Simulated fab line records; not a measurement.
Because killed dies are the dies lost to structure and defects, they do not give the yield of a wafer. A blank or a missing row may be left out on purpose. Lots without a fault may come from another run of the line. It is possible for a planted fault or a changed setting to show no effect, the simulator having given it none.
Matching of chambers :: flow ritCmos :: 4 sister chambers for RIT_CONTACT_ETCH_11 on rieDiel-01
The step etches SiO2 in CHF3/CF4/Ar, stops on TiSi2, target depth 480 nm, time 320 s. 14 wafers are shown with their chamber, then 7 later ones without.

WAFERS WITH THEIR CHAMBER
wafer: L390.1
chamber: 3
throttleValvePct (%): 8.84
oesProductAu (a.u.): 0.999
chamberPressureMTorr (mTorr): 99.97

wafer: L390.2
chamber: 0
throttleValvePct (%): 8.62
oesProductAu (a.u.): 0.973
chamberPressureMTorr (mTorr): 99.97

wafer: L390.4
chamber: 2
throttleValvePct (%): 8.72
oesProductAu (a.u.): 0.972
chamberPressureMTorr (mTorr): 99.92

wafer: L392.4
chamber: 0
throttleValvePct (%): 8.61
oesProductAu (a.u.): 0.969
chamberPressureMTorr (mTorr): 100.03

wafer: L392.5
chamber: 0
throttleValvePct (%): 8.60
oesProductAu (a.u.): 0.964
chamberPressureMTorr (mTorr): 99.92

wafer: L392.6
chamber: 3
throttleValvePct (%): 8.82
oesProductAu (a.u.): 0.999
chamberPressureMTorr (mTorr): 99.93

wafer: L395.4
chamber: 0
throttleValvePct (%): 8.63
oesProductAu (a.u.): 0.968
chamberPressureMTorr (mTorr): 100.05

wafer: L395.5
chamber: 3
throttleValvePct (%): 8.84
oesProductAu (a.u.): 1.001
chamberPressureMTorr (mTorr): 99.98

wafer: L395.6
chamber: 2
throttleValvePct (%): 8.71
oesProductAu (a.u.): 0.959
chamberPressureMTorr (mTorr): 99.84

wafer: L396.1
chamber: 1
throttleValvePct (%): 8.76
oesProductAu (a.u.): 0.985
chamberPressureMTorr (mTorr): 99.98

wafer: L396.3
chamber: 3
throttleValvePct (%): 8.84
oesProductAu (a.u.): 0.998
chamberPressureMTorr (mTorr): 100.02

wafer: L396.5
chamber: 3
throttleValvePct (%): 8.85
oesProductAu (a.u.): 1.008
chamberPressureMTorr (mTorr): 100.05

wafer: L409.1
chamber: 1
throttleValvePct (%): 8.78
oesProductAu (a.u.): 0.993
chamberPressureMTorr (mTorr): 100.11

wafer: L409.3
chamber: 3
throttleValvePct (%): 8.84
oesProductAu (a.u.): 1.000
chamberPressureMTorr (mTorr): 100.07

SIGNATURES (averages over the wafers above)
reading: throttleValvePct
chamber 0: 8.6150
chamber 1: 8.7700
chamber 2: 8.7150
chamber 3: 8.8383
scatter within a chamber: 0.0111

reading: oesProductAu
chamber 0: 0.96850
chamber 1: 0.98900
chamber 2: 0.96550
chamber 3: 1.00083
scatter within a chamber: 0.00474

reading: chamberPressureMTorr
chamber 0: 99.9925
chamber 1: 100.0450
chamber 2: 99.8800
chamber 3: 100.0033
scatter within a chamber: 0.06
Rule: a wafer's distance from a chamber is the root of the sum, over the readings, of the square of ((its reading less the chamber's mean) divided by the reading's scatter). If the next closest chamber is less than 2 further off than the closest, the wafer can't be placed; otherwise it belongs to the closest. The scatter: take each reading less its chamber's mean, square it, sum over the shown wafers, divide by the number of wafers less the number of chambers, and take the root.

WAFERS WITH NO CHAMBER GIVEN
wafer: L409.5
throttleValvePct (%): 8.76
oesProductAu (a.u.): 0.992
chamberPressureMTorr (mTorr): 100.06

wafer: L410.3
throttleValvePct (%): 8.72
oesProductAu (a.u.): 0.964
chamberPressureMTorr (mTorr): 100.09

wafer: L410.5
throttleValvePct (%): 8.76
oesProductAu (a.u.): 0.992
chamberPressureMTorr (mTorr): 100.00

wafer: L410.6
throttleValvePct (%): 8.60
oesProductAu (a.u.): 1.007
chamberPressureMTorr (mTorr): 99.97

wafer: L411.1
throttleValvePct (%): 8.71
oesProductAu (a.u.): 0.970
chamberPressureMTorr (mTorr): 100.12

wafer: L411.5
throttleValvePct (%): 8.61
oesProductAu (a.u.): 1.006
chamberPressureMTorr (mTorr): 99.96

wafer: L411.6
throttleValvePct (%): 8.70
oesProductAu (a.u.): 0.960
chamberPressureMTorr (mTorr): 99.95

WHICH CHAMBER EACH WENT THROUGH
wafer: L409.5
from the rows above: 1
in truth: 1

wafer: L410.3
from the rows above: 2
in truth: 2

wafer: L410.5
from the rows above: 1
in truth: 1

wafer: L410.6
from the rows above: 0
in truth: 0

wafer: L411.1
from the rows above: 2
in truth: 2

wafer: L411.5
from the rows above: 0
in truth: 0

wafer: L411.6
from the rows above: 2
in truth: 2
Correct placement for 7 of the 7. Left unplaced by these rows: 0. Wrongly placed: 0.
